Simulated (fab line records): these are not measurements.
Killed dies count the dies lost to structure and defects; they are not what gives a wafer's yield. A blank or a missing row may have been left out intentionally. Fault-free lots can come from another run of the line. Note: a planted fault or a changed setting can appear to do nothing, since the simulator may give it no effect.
2 desks, one fault || flow berkeley-cmos170 || numbers are kept per desk, each desk with only its own; the story behind them comes last

THE METROLOGY DESK
Lot by lot, what the gauges showed, no matter which tool ran the lot: averages of those sampled wafers that carry a number. Any lot whose mean is over 4 standard deviations away from the usual mean is out of limits and marked OUT; that distance is given in the brackets.
Columns: A = FIELD_OXIDE_LEFT_2_THK at UCB170_FIELD_THK_MEAS_91, usual 356 nm; B = cd-nm at UCB170_CONTACT_CD_MEAS_15, usual 699.8 nm
{"lot": "L931", "first seen here": "day 6 21:11", "A": 347, "B": 698.5}
{"lot": "L934", "first seen here": "day 7 12:59", "A": 348, "B": 699.6}
{"lot": "L936", "first seen here": "day 7 23:54", "A": 356, "B": 700.8}
{"lot": "L937", "first seen here": "day 8 15:24", "A": 369, "B": 696.8}
{"lot": "L940", "first seen here": "day 8 21:46", "A": 341, "B": 699.1}
{"lot": "L939", "first seen here": "day 8 22:05", "A": 340, "B": 700.4}
{"lot": "L941", "first seen here": "day 9 08:42", "A": 369, "B": 700.1}
{"lot": "L942", "first seen here": "day 9 08:56", "A": 364, "B": 700.7}
{"lot": "L943", "first seen here": "day 9 15:59", "A": 357, "B": 700.5}
{"lot": "L944", "first seen here": "day 9 18:14", "A": 357, "B": 700.7}
{"lot": "L945", "first seen here": "day 10 00:59", "A": 359, "B": 698.9}
{"lot": "L951", "first seen here": "day 11 04:40", "A": 358, "B": 698.5}
{"lot": "L952", "first seen here": "day 11 04:56", "A": 364, "B": 701.0}
Result from this desk: across the 13 lots, nothing is out of limits.

AT THE TOOL OWNER'S DESK: rie-diel-02
The tool's own readings at UCB170_M3_ETCH_17 (etches BARC in N2/H2): means of the sampled wafers that have a number, for each lot that ran on this tool. Any lot whose mean is over 4 standard deviations away from the usual mean is out of limits and marked OUT; that distance is given in the brackets.
Columns: A = bias-w at UCB170_M3_ETCH_17, usual 99.99 W; B = drypump-motor-current-A at UCB170_M3_ETCH_17, usual 5.9 A; C = oes-product-au at UCB170_M3_ETCH_17, usual 0.994 a.u.; D = throttle-valve-pct at UCB170_M3_ETCH_17, usual 13.39 %
{"lot": "L931", "first seen here": "day 9 07:43", "A": 99.95, "B": 6.0, "C": 1.002, "D": 13.33}
{"lot": "L937", "first seen here": "day 10 23:23", "A": 100.04, "B": 6.0, "C": 1.010, "D": 13.15}
{"lot": "L939", "first seen here": "day 11 12:32", "A": 99.89, "B": 6.2, "C": 0.995, "D": 13.49}
{"lot": "L942", "first seen here": "day 11 14:24", "A": 99.95, "B": 5.9, "C": 0.997, "D": 13.41}
{"lot": "L944", "first seen here": "day 11 22:46", "A": 99.90, "B": 6.4, "C": 0.989, "D": 13.60}
{"lot": "L945", "first seen here": "day 12 09:46", "A": "105.79 (+20) OUT", "B": 6.3, "C": 1.023, "D": 13.45}
This desk finds L945 out of limits, L945 being first, at day 12 09:46 (bias-w at UCB170_M3_ETCH_17). In limits: L931, L937, L939, L942, L944.

TAKEN TOGETHER
The tool owner's desk could have raised an alarm at day 12 09:46, on L945.
At the metrology desk, nothing out of limits was observed.
The metrology desk holds a record of L945, inside its limits.
Of the lots named, all ran UCB170_M3_ETCH_17 on rie-diel-02.

WHAT HAD BEEN PUT IN BY THE SIMULATOR
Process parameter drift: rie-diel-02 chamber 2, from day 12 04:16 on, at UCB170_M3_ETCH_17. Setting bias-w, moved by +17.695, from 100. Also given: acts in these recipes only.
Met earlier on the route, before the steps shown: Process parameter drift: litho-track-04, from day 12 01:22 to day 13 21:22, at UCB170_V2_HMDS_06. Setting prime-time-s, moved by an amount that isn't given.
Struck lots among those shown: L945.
Each desk's first reading out of limits, in hours after the fault started: the tool owner's desk, 6.
